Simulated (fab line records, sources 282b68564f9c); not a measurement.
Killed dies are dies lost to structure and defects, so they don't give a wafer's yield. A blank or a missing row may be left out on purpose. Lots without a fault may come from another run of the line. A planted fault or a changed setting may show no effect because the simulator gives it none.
Which tool did it? | flow rit_cmos | 15 lots, 45 wafers sampled, at 3 steps of a route of 202

WHAT THE GAUGES READ, wafer by wafer
RIT_M1_CD_MEAS_09: target cd 2600 nm.
lot  | measured    | on        | cd_nm (nm)
L297 | day 3 16:20 | cd_sem-02 | 2602.6 2602.0 2600.8
L298 | day 3 21:02 | cd_sem-02 | 2599.1 2600.5 2602.6
L299 | day 4 00:35 | cd_sem-01 | 2598.6 2598.5 2600.3
L300 | day 4 04:20 | cd_sem-01 | 2599.7 2596.8 2598.3
L301 | day 4 12:05 | cd_sem-01 | - - -
L302 | day 4 16:58 | cd_sem-01 | - - -
L304 | day 5 00:01 | cd_sem-02 | - - -
L309 | day 6 00:14 | cd_sem-01 | 2598.7 2597.3 2598.8
L310 | day 6 05:28 | cd_sem-01 | 2599.0 2598.3 2599.4
L311 | day 6 10:51 | cd_sem-01 | 2602.3 2600.8 2601.1
L312 | day 6 16:35 | cd_sem-01 | 2599.2 2599.8 2598.8
L316 | day 7 11:22 | cd_sem-02 | 2596.7 2597.4 2595.7
L317 | day 7 16:05 | cd_sem-01 | 2598.6 2596.4 2596.2
L318 | day 7 20:46 | cd_sem-02 | 2598.3 2599.8 2599.0
L319 | day 8 02:12 | cd_sem-01 | 2599.1 2598.2 2596.9

RIT_M1_OVL_MEAS_10.
lot  | measured    | on         | M1_OVL (nm)
L297 | day 3 16:27 | overlay-01 | -0.9 -1.6 -1.8
L298 | day 3 21:08 | overlay-02 | 1.5 2.7 4.1
L299 | day 4 00:42 | overlay-01 | 1.0 0.2 -0.2
L300 | day 4 04:28 | overlay-02 | 0.8 1.2 1.3
L301 | day 4 12:13 | overlay-01 | - - -
L302 | day 4 17:05 | overlay-01 | - - -
L304 | day 5 00:08 | overlay-01 | - - -
L309 | day 6 00:21 | overlay-02 | 0.7 0.9 -0.7
L310 | day 6 05:34 | overlay-02 | 0.3 0.4 0.1
L311 | day 6 10:58 | overlay-02 | -1.1 1.2 -2.1
L312 | day 6 16:42 | overlay-01 | 0.5 0.6 0.0
L316 | day 7 11:27 | overlay-01 | 4.7 3.2 3.8
L317 | day 7 16:13 | overlay-01 | 1.2 -0.2 -1.2
L318 | day 7 20:53 | overlay-01 | -0.8 -1.2 1.8
L319 | day 8 02:19 | overlay-02 | -0.9 -0.7 -0.2

WHICH TOOL RAN EACH LOT (tool, then ch and the chambers of the sampled wafers, then the start)
lot  | RIT_M1_DEVELOP_08
L297 | litho_track-03 ch 0, day 3 16:00
L298 | litho_track-02 ch 0, day 3 20:00
L299 | litho_track-02 ch 0, day 4 00:00
L300 | litho_track-04 ch 0, day 4 04:00
L301 | litho_track-02 ch 0, day 4 11:00
L302 | litho_track-02 ch 0, day 4 16:00
L304 | litho_track-02 ch 0, day 4 23:00
L309 | litho_track-04 ch 0, day 6 00:00
L310 | litho_track-03 ch 0, day 6 05:00
L311 | litho_track-03 ch 0, day 6 10:00
L312 | litho_track-03 ch 0, day 6 16:00
L316 | litho_track-04 ch 0, day 7 11:00
L317 | litho_track-03 ch 0, day 7 15:00
L318 | litho_track-04 ch 0, day 7 20:00
L319 | litho_track-04 ch 0, day 8 02:00
- RIT_M1_DEVELOP_08: develop time 68 s.

WHAT THE TOOLS THEMSELVES READ (means of the sampled wafers that have a number; where no wafer has one, the mark that the record gives instead)
The record holds no such reading with a usual standard deviation.

THE ANSWER, worked out from the rows above alone
Rule: what is usual is taken from the lots themselves. Put in order of their means at a reading, lots are off if they are a third of the lots or fewer, leave a main group of 4 or more, and stand apart from it by a gap of 3 or more times the standard deviation of the main group's means; of several such gaps the widest counts. A main group whose means are all the same, to the digits that the tables above print for the reading, isn't used. A lot without any number at a reading at which 4 lots or more have one is off too. The other lots that the step has rows for count as sound. The gauges are gone through in route order, then the tools' own readings, and for those a lot's mean is taken as printed above. The first step at which some lot is off is used, and at that step the reading that is off furthest; a lot without a number counts as furthest.
Off: L301, L302, L304, at RIT_M1_CD_MEAS_09 (cd_nm). Without a number there: L301, L302, L304. The main group: mean 2599.0 nm, standard deviation 1.5.
A tool fits if, at a process step before that reading, it ran every lot that is off, and no sound lot after the first of them. The gauges at RIT_M1_CD_MEAS_09 aren't tried: what is off there is off at RIT_M1_OVL_MEAS_10 too, on other tools, and a gauge's error can't cause that. One fits: litho_track-02 at RIT_M1_DEVELOP_08. Its last sound lot is L299 (day 4 00:00), its first lot that is off L301 (day 4 11:00): a fault that began between those two fits.

WHAT THE SIMULATOR HAD PUT IN
Process parameter drift: litho_track-02, from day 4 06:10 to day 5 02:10, at RIT_M1_DEVELOP_08. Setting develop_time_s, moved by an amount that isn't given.
Lots struck among those shown: L301, L302, L304. The rule above found the same.
